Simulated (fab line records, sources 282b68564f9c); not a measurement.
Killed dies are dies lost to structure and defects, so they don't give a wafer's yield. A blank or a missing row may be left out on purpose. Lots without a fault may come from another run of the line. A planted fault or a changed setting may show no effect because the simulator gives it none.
Which tool did it? | flow rit_cmos | 14 lots, 42 wafers sampled, at 2 steps of a route of 202

WHAT THE GAUGES READ, wafer by wafer
The record holds no reading of a measuring or inspecting step that can be judged against a usual standard deviation.

WHICH TOOL RAN EACH LOT (tool, then ch and the chambers of the sampled wafers, then the start)
lot  | RIT_ACTIVE_COAT_06               | RIT_M1_PROBE_99
L302 | litho_track-03 ch 0, day 1 13:46 | prober-02, day 3 09:59
L303 | litho_track-02 ch 0, day 1 18:44 | prober-01, day 3 16:00
L304 | litho_track-03 ch 0, day 1 23:44 | prober-02, day 3 21:22
L305 | litho_track-02 ch 0, day 2 05:04 | prober-01, day 4 00:02
L306 | litho_track-03 ch 0, day 2 10:28 | prober-02, day 4 06:31
L307 | litho_track-04 ch 0, day 2 15:01 | prober-01, day 4 13:50
L308 | litho_track-03 ch 0, day 2 21:02 | prober-02, day 4 15:31
L309 | litho_track-03 ch 0, day 3 00:59 | prober-01, day 4 23:08
L310 | litho_track-02 ch 0, day 3 05:44 | prober-02, day 5 02:06
L311 | litho_track-04 ch 0, day 3 10:44 | prober-01, day 5 14:07
L318 | litho_track-03 ch 0, day 4 23:13 | prober-02, day 6 18:25
L319 | litho_track-02 ch 0, day 5 02:44 | prober-01, day 7 00:17
L320 | litho_track-03 ch 0, day 5 08:56 | prober-02, day 7 09:04
L321 | litho_track-03 ch 0, day 5 14:47 | prober-01, day 7 11:38
- RIT_ACTIVE_COAT_06: resist thk 1000 nm.
- RIT_M1_PROBE_99

WHAT THE TOOLS THEMSELVES READ (means of the sampled wafers that have a number; where no wafer has one, the mark that the record gives instead)
RIT_ACTIVE_COAT_06.
lot  | tool           | dispense_pressure_kPa (kPa) | spin_speed_rpm (rpm)
L302 | litho_track-03 | 48.8                        | 3247.9
L303 | litho_track-02 | 48.0                        | 3249.2
L304 | litho_track-03 | 48.8                        | 3251.5
L305 | litho_track-02 | 48.0                        | 3250.2
L306 | litho_track-03 | 48.8                        | 3248.2
L307 | litho_track-04 | 48.7                        | 3251.1
L308 | litho_track-03 | 48.8                        | 3250.4
L309 | litho_track-03 | 48.8                        | 3250.1
L310 | litho_track-02 | 48.0                        | 3250.1
L311 | litho_track-04 | 48.8                        | 3249.0
L318 | litho_track-03 | 48.8                        | 3250.7
L319 | litho_track-02 | 48.0                        | 3249.7
L320 | litho_track-03 | 48.8                        | 3202.7
L321 | litho_track-03 | 48.8                        | 3202.2

RIT_M1_PROBE_99.
lot  | tool      | killed_at_contacts | killed_at_front_end | killed_dies | killed_on_rim | killed_open | killed_short
L302 | prober-02 | 0.0                | 8                   | 8           | 3.3           | 4.3         | 3.7
L303 | prober-01 | 0.0                | 9                   | 9           | 1.3           | 4.0         | 5.3
L304 | prober-02 | 0.0                | 6                   | 6           | 2.0           | 3.3         | 2.3
L305 | prober-01 | 0.0                | 8                   | 8           | 1.3           | 5.0         | 2.7
L306 | prober-02 | 0.0                | 8                   | 8           | 2.3           | 4.3         | 3.3
L307 | prober-01 | 0.0                | 4                   | 4           | 0.7           | 1.0         | 3.0
L308 | prober-02 | 0.0                | 7                   | 7           | 1.3           | 4.7         | 2.7
L309 | prober-01 | 0.0                | 5                   | 5           | 1.3           | 3.0         | 2.3
L310 | prober-02 | 0.0                | 4                   | 4           | 0.7           | 4.0         | 0.0
L311 | prober-01 | 0.3                | 7                   | 8           | 1.3           | 4.7         | 3.0
L318 | prober-02 | 0.0                | 5                   | 5           | 1.0           | 2.7         | 2.0
L319 | prober-01 | 0.0                | 5                   | 5           | 0.3           | 2.0         | 3.3
L320 | prober-02 | 0.0                | 8                   | 8           | 1.3           | 3.3         | 4.7
L321 | prober-01 | 0.0                | 8                   | 8           | 3.0           | 4.3         | 3.3

THE ANSWER, worked out from the rows above alone
Rule: what is usual is taken from the lots themselves. Put in order of their means at a reading, lots are off if they are a third of the lots or fewer, leave a main group of 4 or more, and stand apart from it by a gap of 3 or more times the standard deviation of the main group's means; of several such gaps the widest counts. A main group whose means are all the same, to the digits that the tables above print for the reading, isn't used. A lot without any number at a reading at which 4 lots or more have one is off too. The other lots that the step has rows for count as sound. The gauges are gone through in route order, then the tools' own readings, and for those a lot's mean is taken as printed above. The first step at which some lot is off is used, and at that step the reading that is off furthest; a lot without a number counts as furthest.
Off: L320, L321, at RIT_ACTIVE_COAT_06 (spin_speed_rpm). The main group: mean 3249.8 rpm, standard deviation 1.1.
A tool fits if, at that step or a process step before it, it ran every lot that is off, and no sound lot after the first of them. One fits: litho_track-03 at RIT_ACTIVE_COAT_06. Its last sound lot is L318 (day 4 23:13), its first lot that is off L320 (day 5 08:56): a fault that began between those two fits.
The tool's own readings at RIT_ACTIVE_COAT_06 bear it out: on the lots that are off they differ by more than 5 times the standard deviation of the sound lots' means. spin_speed_rpm reads 3202.4 rpm there against 3249.8 rpm on the sound lots.

WHAT THE SIMULATOR HAD PUT IN
Process parameter drift: litho_track-03, from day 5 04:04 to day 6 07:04, at RIT_ACTIVE_COAT_06. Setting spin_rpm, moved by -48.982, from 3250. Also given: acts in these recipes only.
Lots struck among those shown: L320, L321. The rule above found the same.
